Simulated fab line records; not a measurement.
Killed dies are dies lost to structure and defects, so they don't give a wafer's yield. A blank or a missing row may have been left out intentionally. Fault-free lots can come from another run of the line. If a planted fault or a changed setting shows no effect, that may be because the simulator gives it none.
Chamber matching / flow berkeleyCmos170 / cmp-02 running UCB170_V2_CMP_02: 4 sister chambers
The step polishes SiO2. 8 wafers are shown with their chamber, then 7 later ones without.

== WAFERS, EACH WITH ITS CHAMBER ==
wafer=L692.4; chamber=2; motorCurrentA (A)=17.3
wafer=L704.2; chamber=3; motorCurrentA (A)=15.8
wafer=L704.3; chamber=1; motorCurrentA (A)=17.8
wafer=L706.1; chamber=2; motorCurrentA (A)=19.2
wafer=L706.5; chamber=1; motorCurrentA (A)=17.3
wafer=L706.6; chamber=0; motorCurrentA (A)=14.5
wafer=L707.1; chamber=0; motorCurrentA (A)=15.3
wafer=L707.2; chamber=3; motorCurrentA (A)=17.3

== WAFERS MISSING THEIR CHAMBER ==
wafer=L707.3; motorCurrentA (A)=16.9
wafer=L708.1; motorCurrentA (A)=16.9
wafer=L708.2; motorCurrentA (A)=16.1
wafer=L708.3; motorCurrentA (A)=17.2
wafer=L709.3; motorCurrentA (A)=18.3
wafer=L709.5; motorCurrentA (A)=17.9
wafer=L709.6; motorCurrentA (A)=16.9

== CHAMBER TAKEN BY EACH ==
wafer=L707.3; from the rows above=can't be placed: 3 or 1 or 2 or 0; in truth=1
wafer=L708.1; from the rows above=can't be placed: 3 or 1 or 2 or 0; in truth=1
wafer=L708.2; from the rows above=can't be placed: 3 or 0 or 1 or 2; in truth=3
wafer=L708.3; from the rows above=can't be placed: 1 or 3 or 2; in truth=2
wafer=L709.3; from the rows above=can't be placed: 2 or 1 or 3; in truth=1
wafer=L709.5; from the rows above=can't be placed: 1 or 2 or 3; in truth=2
wafer=L709.6; from the rows above=can't be placed: 3 or 1 or 2 or 0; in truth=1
Correctly placed: 0 of 7. Can't be placed from these rows: 7 (the true chamber is among the candidates in 7). 0 placed wrongly.
How it was worked out, from the rows above alone: a wafer's distance from a chamber is the root of the sum, over the readings, of the square of ((its reading less the chamber's mean) divided by the reading's scatter). The wafer belongs to the nearest chamber; if the next one is less than 2 further off, it can't be placed. For every chamber, the mean is computed from those of its wafers that are shown. The scatter: take each reading less its chamber's mean, square it, sum over the shown wafers, divide by the number of wafers less the number of chambers, and take the root.
